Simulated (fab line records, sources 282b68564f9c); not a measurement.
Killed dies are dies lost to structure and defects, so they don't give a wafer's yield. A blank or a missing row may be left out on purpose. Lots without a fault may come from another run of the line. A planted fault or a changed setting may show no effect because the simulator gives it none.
A struck lot beside a sound one | flow rit_cmos | 17 steps out of a route of 202
Sound: wafers L399.2, L399.3, L399.4. Struck: wafers L405.3, L405.5. (L405.4 of the same lot was not struck and is left out.) The cause comes at the end.
At each step with rows: each side's tool, then ch and its chambers, then its first start. Under that, the readings that differ: sound wafers | struck wafers | difference of the means | sigmas: that difference in standard deviations of wafers without a fault.
alike: readings whose means differ by less than 2 such deviations, and words and numbers that are the same on both sides. not compared: withheld readings, readings that some wafer has no value for, bounds like >300 that may hide the same value, and numbers for which the record gives no deviation and whose values overlap.
The two part at a step that has a row with sigmas, a row that says differs or no value, or rows on one side only. Numbers that don't overlap but have no deviation are shown without sigmas and don't part them. A reading that every wafer of one side lacks parts them only if that side has two wafers or more.

RIT_M1_SPUTTER_00: material Al, target thk 400 nm, time 500 s.
  sound on pvd_sputter-03, day 4 06:41; struck on pvd_sputter-03, day 5 12:55
  alike: throttle_valve_pct
RIT_M1_RS_MEAS_01: measures by four-point-probe.
  sound on film_metro-04, day 4 06:59; struck on film_metro-02, day 5 13:14
  reading           | sound                | struck        | difference | sigmas
  M1_AL_RS (ohm/sq) | 0.0726 0.0717 0.0721 | 0.0744 0.0737 | +0.0019    | +3
RIT_M1_THK_MEAS_02: measures by xrf.
  sound on film_metro-04, day 4 07:06; struck on film_metro-02, day 5 13:20
  reading        | sound       | struck  | difference | sigmas
  M1_AL_THK (nm) | 408 412 413 | 393 394 | -18        | -3
then, 6 steps without rows for these wafers: RIT_M1_HMDS_03 (prime time 60 s); RIT_M1_COAT_04 (resist thk 1300 nm); RIT_M1_SOFTBAKE_05 (time 60 s); RIT_M1_EXPOSE_06 (exposes mask M12, target cd 2600 nm); RIT_M1_PEB_07; RIT_M1_DEVELOP_08 (develop time 68 s).
RIT_M1_CD_MEAS_09: target cd 2600 nm.
  sound on cd_sem-01, day 4 08:11; struck on cd_sem-02, day 5 14:18
  alike: cd_nm
RIT_M1_OVL_MEAS_10:
  sound on overlay-02, day 4 08:17; struck on overlay-02, day 5 14:24
  alike: M1_OVL
then, 1 step without rows for these wafers: RIT_M1_HARDBAKE_11 (time 120 s).
RIT_M1_METAL_ETCH_12: etches Al in Cl2/BCl3, stops on SiO2, time 165 s, target depth 600 nm.
  sound on rie_metal-03 ch 0,1, day 4 08:34; struck on rie_metal-03 ch 0, day 5 14:43
  reading                                 | sound             | struck      | difference | sigmas
  rf_fwd_power_W (W)                      | 248.6 248.3 248.5 | 348.3 348.7 | +100.0     | +99 or more
  model.NOVOLAK_of_M1_COAT_04.thk_nm (nm) | 809.2 821 806.8   | 669.5 670.8 | -142.2     |
  model.M1.cd_nm (nm)                     | 2601 2601 2599    | 2576 2578   | -23        |
  model.M1.feature_depth_nm (nm)          | 437.8 440.5 441.4 | 443 445.7   | +4         |
  alike: drypump_motor_current_A, oes_product_au, throttle_valve_pct
  not compared: rf_hours_counter_h
then, 1 step without rows for these wafers: RIT_M1_STRIP_13 (strips in nmp, time 600 s).
RIT_M1_STRIP_14: strips in O2, time 180 s.
  sound on plasma_asher-03 ch 0,1, day 4 08:54; struck on plasma_asher-01 ch 0, day 5 15:04
  alike: drypump_motor_current_A
  not compared: rf_hours_counter_h
RIT_M1_CD_MEAS_90: target cd 2600 nm.
  sound on cd_sem-02, day 4 09:05; struck on cd_sem-01, day 5 15:31
  reading    | sound          | struck    | difference | sigmas
  cd_nm (nm) | 2601 2601 2599 | 2577 2578 | -23        | -7
  not compared: hold
RIT_M1_PROBE_99:
  sound on prober-01, day 4 10:52; struck on prober-01, day 5 23:45
  alike: defect_limited_yield, killed_at_contacts, killed_at_front_end, killed_dies, killed_open, killed_short, sort_bin_3_pad_short, sort_bin_5_function, sort_bin_6_memory, sort_n_pass, sort_yield_pct

WHERE THEY PART
First at RIT_M1_RS_MEAS_01; last, within this record, at RIT_M1_CD_MEAS_90. Later steps at which nothing parts them and some readings are alike: RIT_M1_PROBE_99.

WHY: what the simulator had put in
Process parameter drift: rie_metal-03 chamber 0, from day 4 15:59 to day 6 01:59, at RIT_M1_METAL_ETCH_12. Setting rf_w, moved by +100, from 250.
